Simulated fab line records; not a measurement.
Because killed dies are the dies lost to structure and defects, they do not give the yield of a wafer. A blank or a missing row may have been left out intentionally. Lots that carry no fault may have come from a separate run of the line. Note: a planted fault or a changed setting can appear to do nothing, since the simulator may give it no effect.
fab line records / flow ritCmos
record: lots: 15 wafers: 45 lastDay: 10
route steps=202 shown GATE@81 M1@202
lots with no fault: from the same line, run without faults
startH: the number of hours between the record's first day and the start of the first shown wafer of the lot / waitH: hours elapsed since this lot's preceding step / " same as the row above / L1.1+2: several wafers, shown together as one row / - either no value or no given start / * or withheld: withheld / < > ~ a bound
route shown NAME@n: names a module that has steps shown in the file, with the first one's number in the route / usual: average and standard deviation across the fault-free wafers / same: alike in all rows / chamber/n: place in a boat / sites: readings site by site / _std_site: their standard deviation / _edge_site: the outer-site mean with the inner-site mean subtracted / radiusMm: for every site, how far away it sits from the centre of the wafer / mask NAME#n: copy n / behind: the most recent tool/chamber to have shaped the wafer / hold: why the lot went on hold/how many hours it stayed there/how the hold came to an end / device: the transistor (n, p or np) that didn't switch / end of line: at the end of the route, the tests of the same wafers / a step with no rows: only its recipe / killed: at the first sort, the dies lost to defects and structure; wafer yield is something else / map: per-die view of a wafer (x killed, . not killed, _ where there is no die)
set.NAME: the run value of the setting; set.NAME@STEP: its run value at that earlier step / model.NAME: the simulator's own value behind a step, which no gauge read
steps of the route over a sample of lots; a table a step, a row a wafer
services: a tool's chamber out of use, with start hour (startH, from the record's first day; less than 0 if before it), hours out, and reason
== steps ==
step: RIT_GATE_OXIDATION_05
recipe: tempC: 900 ambient: O2 targetThkA: 30 oxTimeS: 270
usual: oxTempCMax: 905.0/1.3 spikeTcLoadC: 926.6/1.4
lot.wafer=L637.1 tool=furnace-03 chamber=0 startH=33.18 waitH=0.1 oxTempCMax=906.1 spikeTcLoadC=927.8
lot.wafer=L637.3 tool=furnace-03 chamber=0 startH=33.18 waitH=0.1 oxTempCMax=906.5 spikeTcLoadC=928.0
lot.wafer=L637.4 tool=furnace-03 chamber=0 startH=33.18 waitH=0.1 oxTempCMax=907.4 spikeTcLoadC=927.7
lot.wafer=L638.2 tool=furnace-03 chamber=0 startH=39.08 waitH=0.0 oxTempCMax=906.4 spikeTcLoadC=928.7
lot.wafer=L638.3 tool=furnace-03 chamber=0 startH=39.08 waitH=0.0 oxTempCMax=905.4 spikeTcLoadC=926.0
lot.wafer=L638.6 tool=furnace-03 chamber=0 startH=39.08 waitH=0.0 oxTempCMax=904.0 spikeTcLoadC=926.5
lot.wafer=L640.1 tool=furnace-01 chamber=0 startH=51.93 waitH=1.4 oxTempCMax=903.4 spikeTcLoadC=925.4
lot.wafer=L640.2 tool=furnace-01 chamber=0 startH=51.93 waitH=1.4 oxTempCMax=903.6 spikeTcLoadC=926.9
lot.wafer=L640.6 tool=furnace-01 chamber=0 startH=51.93 waitH=1.4 oxTempCMax=902.8 spikeTcLoadC=927.8
lot.wafer=L647.3 tool=furnace-01 chamber=0 startH=87.34 waitH=2.1 oxTempCMax=903.1 spikeTcLoadC=925.1
lot.wafer=L647.5 tool=furnace-01 chamber=0 startH=87.34 waitH=2.1 oxTempCMax=902.9 spikeTcLoadC=926.7
lot.wafer=L647.6 tool=furnace-01 chamber=0 startH=87.34 waitH=2.1 oxTempCMax=902.4 spikeTcLoadC=927.8
lot.wafer=L650.2 tool=furnace-03 chamber=0 startH=106.76 waitH=3.3 oxTempCMax=904.6 spikeTcLoadC=927.5
lot.wafer=L650.3 tool=furnace-03 chamber=0 startH=106.76 waitH=3.3 oxTempCMax=905.5 spikeTcLoadC=927.0
lot.wafer=L650.4 tool=furnace-03 chamber=0 startH=106.76 waitH=3.3 oxTempCMax=906.0 spikeTcLoadC=929.5
lot.wafer=L651.2 tool=furnace-04 chamber=0 startH=109.67 waitH=1.5 oxTempCMax=906.3 spikeTcLoadC=925.2
lot.wafer=L651.5 tool=furnace-04 chamber=0 startH=109.67 waitH=1.5 oxTempCMax=904.6 spikeTcLoadC=924.9
lot.wafer=L651.6 tool=furnace-04 chamber=0 startH=109.67 waitH=1.5 oxTempCMax=905.5 spikeTcLoadC=923.7
lot.wafer=L652.1 tool=furnace-04 chamber=0 startH=109.67 waitH=1.3 oxTempCMax=905.1 spikeTcLoadC=924.3
lot.wafer=L652.5 tool=furnace-04 chamber=0 startH=109.67 waitH=1.3 oxTempCMax=905.8 spikeTcLoadC=926.8
lot.wafer=L652.6 tool=furnace-04 chamber=0 startH=109.67 waitH=1.3 oxTempCMax=904.0 spikeTcLoadC=926.4
lot.wafer=L654.2 tool=furnace-04 chamber=0 startH=126.18 waitH=1.0 oxTempCMax=906.6 spikeTcLoadC=925.8
lot.wafer=L654.4 tool=furnace-04 chamber=0 startH=126.18 waitH=1.0 oxTempCMax=905.4 spikeTcLoadC=925.2
lot.wafer=L654.5 tool=furnace-04 chamber=0 startH=126.18 waitH=1.0 oxTempCMax=905.2 spikeTcLoadC=923.6
lot.wafer=L656.2 tool=furnace-03 chamber=0 startH=142.27 waitH=3.3 oxTempCMax=905.7 spikeTcLoadC=930.0
lot.wafer=L656.4 tool=furnace-03 chamber=0 startH=142.27 waitH=3.3 oxTempCMax=906.6 spikeTcLoadC=926.3
lot.wafer=L656.5 tool=furnace-03 chamber=0 startH=142.27 waitH=3.3 oxTempCMax=905.8 spikeTcLoadC=927.6
lot.wafer=L657.3 tool=furnace-03 chamber=0 startH=142.27 waitH=3.9 oxTempCMax=905.6 spikeTcLoadC=929.0
lot.wafer=L657.4 tool=furnace-03 chamber=0 startH=142.27 waitH=3.9 oxTempCMax=904.8 spikeTcLoadC=927.8
lot.wafer=L657.5 tool=furnace-03 chamber=0 startH=142.27 waitH=3.9 oxTempCMax=907.2 spikeTcLoadC=927.1
lot.wafer=L659.1 tool=furnace-03 chamber=0 startH=158.89 waitH=2.1 oxTempCMax=907.6 spikeTcLoadC=929.0
lot.wafer=L659.2 tool=furnace-03 chamber=0 startH=158.89 waitH=2.1 oxTempCMax=906.1 spikeTcLoadC=926.3
lot.wafer=L659.6 tool=furnace-03 chamber=0 startH=158.89 waitH=2.1 oxTempCMax=906.1 spikeTcLoadC=928.5
lot.wafer=L660.2 tool=furnace-03 chamber=0 startH=158.89 waitH=2.2 oxTempCMax=905.8 spikeTcLoadC=928.2
lot.wafer=L660.4 tool=furnace-03 chamber=0 startH=158.89 waitH=2.2 oxTempCMax=904.0 spikeTcLoadC=928.2
lot.wafer=L660.6 tool=furnace-03 chamber=0 startH=158.89 waitH=2.2 oxTempCMax=906.5 spikeTcLoadC=926.1
lot.wafer=L641.1 tool=furnace-04 chamber=0 startH=177.23 waitH=121.0 oxTempCMax=904.7 spikeTcLoadC=924.7
lot.wafer=L641.4 tool=furnace-04 chamber=0 startH=177.23 waitH=121.0 oxTempCMax=904.5 spikeTcLoadC=924.9
lot.wafer=L641.6 tool=furnace-04 chamber=0 startH=177.23 waitH=121.0 oxTempCMax=904.6 spikeTcLoadC=925.5
lot.wafer=L642.1 tool=furnace-03 chamber=0 startH=179.59 waitH=120.0 oxTempCMax=906.2 spikeTcLoadC=927.9
lot.wafer=L642.2 tool=furnace-03 chamber=0 startH=179.59 waitH=120.0 oxTempCMax=906.7 spikeTcLoadC=928.0
lot.wafer=L642.5 tool=furnace-03 chamber=0 startH=179.59 waitH=120.0 oxTempCMax=905.8 spikeTcLoadC=928.3
lot.wafer=L649.1 tool=furnace-03 chamber=0 startH=213.49 waitH=120.0 oxTempCMax=904.4 spikeTcLoadC=927.1
lot.wafer=L649.2 tool=furnace-03 chamber=0 startH=213.49 waitH=120.0 oxTempCMax=906.2 spikeTcLoadC=926.0
lot.wafer=L649.3 tool=furnace-03 chamber=0 startH=213.49 waitH=120.0 oxTempCMax=906.3 spikeTcLoadC=927.8
step: RIT_M1_PROBE_99
usual: killedAtContacts: 0.1/0.27 killedAtFrontEnd: 7/3.1 killedDies: 7/3.2 killedOpen: 3.8/2.1 killedShort: 3.6/2
same: grossDies: 264 killed_at_M0_to_M3: 0 killed_at_M4_up: 0 killedAtBackSide: 0 killedAtOther: 0
lot.wafer=L650.2 tool=prober-02 chamber=- startH=132.16 waitH=0.1 killedAtContacts=0 killedAtFrontEnd=1 killedDies=1 killedOpen=1 killedShort=0
lot.wafer=L650.3 tool=prober-02 chamber=- startH=132.21 waitH=0.2 killedAtContacts=0 killedAtFrontEnd=5 killedDies=5 killedOpen=3 killedShort=2
lot.wafer=L650.4 tool=prober-02 chamber=- startH=132.26 waitH=0.2 killedAtContacts=0 killedAtFrontEnd=3 killedDies=3 killedOpen=1 killedShort=2
lot.wafer=L651.2 tool=prober-01 chamber=- startH=141.59 waitH=0.1 killedAtContacts=0 killedAtFrontEnd=7 killedDies=7 killedOpen=5 killedShort=2
lot.wafer=L651.5 tool=prober-01 chamber=- startH=141.74 waitH=0.2 killedAtContacts=0 killedAtFrontEnd=3 killedDies=3 killedOpen=1 killedShort=2
lot.wafer=L651.6 tool=prober-01 chamber=- startH=141.79 waitH=0.2 killedAtContacts=0 killedAtFrontEnd=10 killedDies=10 killedOpen=8 killedShort=2
lot.wafer=L654.2 tool=prober-01 chamber=- startH=155.13 waitH=0.1 killedAtContacts=0 killedAtFrontEnd=6 killedDies=6 killedOpen=2 killedShort=4
lot.wafer=L654.4 tool=prober-01 chamber=- startH=155.23 waitH=0.2 killedAtContacts=0 killedAtFrontEnd=11 killedDies=11 killedOpen=6 killedShort=5
lot.wafer=L654.5 tool=prober-01 chamber=- startH=155.28 waitH=0.2 killedAtContacts=0 killedAtFrontEnd=10 killedDies=10 killedOpen=4 killedShort=6
lot.wafer=L641.1 tool=prober-01 chamber=- startH=205.25 waitH=0.1 killedAtContacts=0 killedAtFrontEnd=7 killedDies=7 killedOpen=5 killedShort=2
lot.wafer=L641.4 tool=prober-01 chamber=- startH=205.40 waitH=0.2 killedAtContacts=0 killedAtFrontEnd=6 killedDies=6 killedOpen=4 killedShort=2
lot.wafer=L641.6 tool=prober-01 chamber=- startH=205.50 waitH=0.2 killedAtContacts=0 killedAtFrontEnd=11 killedDies=11 killedOpen=4 killedShort=7
lot.wafer=L642.1 tool=prober-02 chamber=- startH=207.36 waitH=0.1 killedAtContacts=0 killedAtFrontEnd=8 killedDies=8 killedOpen=3 killedShort=5
lot.wafer=L642.2 tool=prober-02 chamber=- startH=207.41 waitH=0.1 killedAtContacts=0 killedAtFrontEnd=10 killedDies=10 killedOpen=2 killedShort=8
lot.wafer=L642.5 tool=prober-02 chamber=- startH=207.56 waitH=0.2 killedAtContacts=0 killedAtFrontEnd=7 killedDies=7 killedOpen=2 killedShort=5
lot.wafer=L649.1 tool=prober-01 chamber=- startH=244.19 waitH=0.1 killedAtContacts=0 killedAtFrontEnd=11 killedDies=11 killedOpen=4 killedShort=7
lot.wafer=L649.2 tool=prober-01 chamber=- startH=244.24 waitH=0.1 killedAtContacts=0 killedAtFrontEnd=10 killedDies=10 killedOpen=3 killedShort=7
lot.wafer=L649.3 tool=prober-01 chamber=- startH=244.29 waitH=0.2 killedAtContacts=1 killedAtFrontEnd=12 killedDies=13 killedOpen=6 killedShort=7
killed by level:class
L650.2 GATE:geometricParticle:open=1
L650.3 FOX1:geometricParticle:short=1 GATE:geometricParticle:open=1 SPACER:geometricParticle:open=1 SILICIDE:geometricParticle:short=1 SILICIDE:geometricParticle:open=1
L650.4 SPACER:geometricParticle:short=2 REOX:geometricParticle:open=1
L651.2 SPACER:geometricParticle:open=2 FOX1:geometricParticle:open=1 FOX1:geometricParticle:short=1 GATE:geometricParticle:short=1 GATE:geometricParticle:open=1 SILICIDE:geometricParticle:open=1
L651.5 GATE:geometricParticle:open=1 REOX:geometricParticle:short=1 SPACER:geometricParticle:short=1
L651.6 GATE:geometricParticle:open=6 SPACER:geometricParticle:open=2 GATE:geometricParticle:short=1 SILICIDE:geometricParticle:short=1
L654.2 GATE:geometricParticle:open=2 GATE:geometricParticle:short=1 REOX:geometricParticle:short=1 SPACER:geometricParticle:short=1 SILICIDE:geometricParticle:short=1
L654.4 GATE:geometricParticle:short=4 GATE:geometricParticle:open=2 REOX:geometricParticle:open=2 FOX1:geometricParticle:open=1 SPACER:geometricParticle:open=1 SILICIDE:geometricParticle:short=1
L654.5 GATE:geometricParticle:short=5 GATE:geometricParticle:open=2 FOX1:geometricParticle:open=1 SILICIDE:geometricParticle:short=1 SILICIDE:geometricParticle:open=1
L641.1 REOX:geometricParticle:open=3 REOX:geometricParticle:short=2 FOX1:geometricParticle:open=1 GATE:geometricParticle:open=1
L641.4 GATE:geometricParticle:open=2 SPACER:geometricParticle:short=2 FOX1:geometricParticle:open=1 SILICIDE:geometricParticle:open=1
L641.6 GATE:geometricParticle:short=3 REOX:geometricParticle:open=3 REOX:geometricParticle:short=2 FOX1:geometricParticle:open=1 FOX1:geometricParticle:short=1 FOX2:geometricParticle:short=1
L642.1 FOX2:geometricParticle:short=2 SPACER:geometricParticle:open=2 FOX1:geometricParticle:open=1 FOX1:geometricParticle:short=1 GATE:geometricParticle:short=1 REOX:geometricParticle:short=1
L642.2 GATE:geometricParticle:short=3 FOX1:geometricParticle:short=2 FOX2:geometricParticle:short=2 FOX1:geometricParticle:open=1 FOX2:geometricParticle:open=1 REOX:geometricParticle:short=1
L642.5 FOX2:geometricParticle:short=3 FOX2:geometricParticle:open=1 GATE:geometricParticle:short=1 GATE:geometricParticle:open=1 SILICIDE:geometricParticle:short=1
L649.1 FOX1:geometricParticle:short=2 GATE:geometricParticle:open=2 GATE:geometricParticle:short=2 REOX:geometricParticle:short=2 FOX1:geometricParticle:open=1 SPACER:geometricParticle:short=1 SILICIDE:geometricParticle:open=1
L649.2 SPACER:geometricParticle:short=3 FOX1:geometricParticle:open=2 REOX:geometricParticle:short=2 FOX2:geometricParticle:short=1 GATE:geometricParticle:short=1 SPACER:geometricParticle:open=1
L649.3 SPACER:geometricParticle:short=3 REOX:geometricParticle:open=2 FOX1:geometricParticle:short=1 FOX1:geometricParticle:open=1 GATE:geometricParticle:short=1 GATE:geometricParticle:open=1 REOX:geometricParticle:short=1 SPACER:geometricParticle:open=1
== services ==
tool=furnace-01 chamber=- startH=59.65 hours=2.8 kind=pm
tool=furnace-03 chamber=- startH=70.85 hours=2.2 kind=pm
tool=furnace-03 chamber=- startH=85.52 hours=3.0 kind=pm
tool=furnace-03 chamber=- startH=159.97 hours=4.0 kind=pm
== key ==
firstSign: step: RIT_GATE_OXIDATION_05 reading: waitH direction: changed
effect none on later readings
metAt RIT_GATE_OXIDATION_05
struckLots L641,L642,L649
struckWafers L641.1,L641.4,L641.6,L642.1,L642.2,L642.5,L649.1,L649.2,L649.3
testerLeftOut L641,L642,L649
fault: kind: queueTimeViolation tool: furnace-01,furnace-03,furnace-04 chamber: 0 onsetH: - steps: RIT_GATE_OXIDATION_05 delayHr: 120 scope: struckLotsOnly
testerLeftOut: of these lots the tester's yield and bins aren't shown, on N5 and GAA mostly nor the transistor test; their killed dies are dies lost to structure and defects alone, not to doping, threshold or leakage, so they don't give the yield
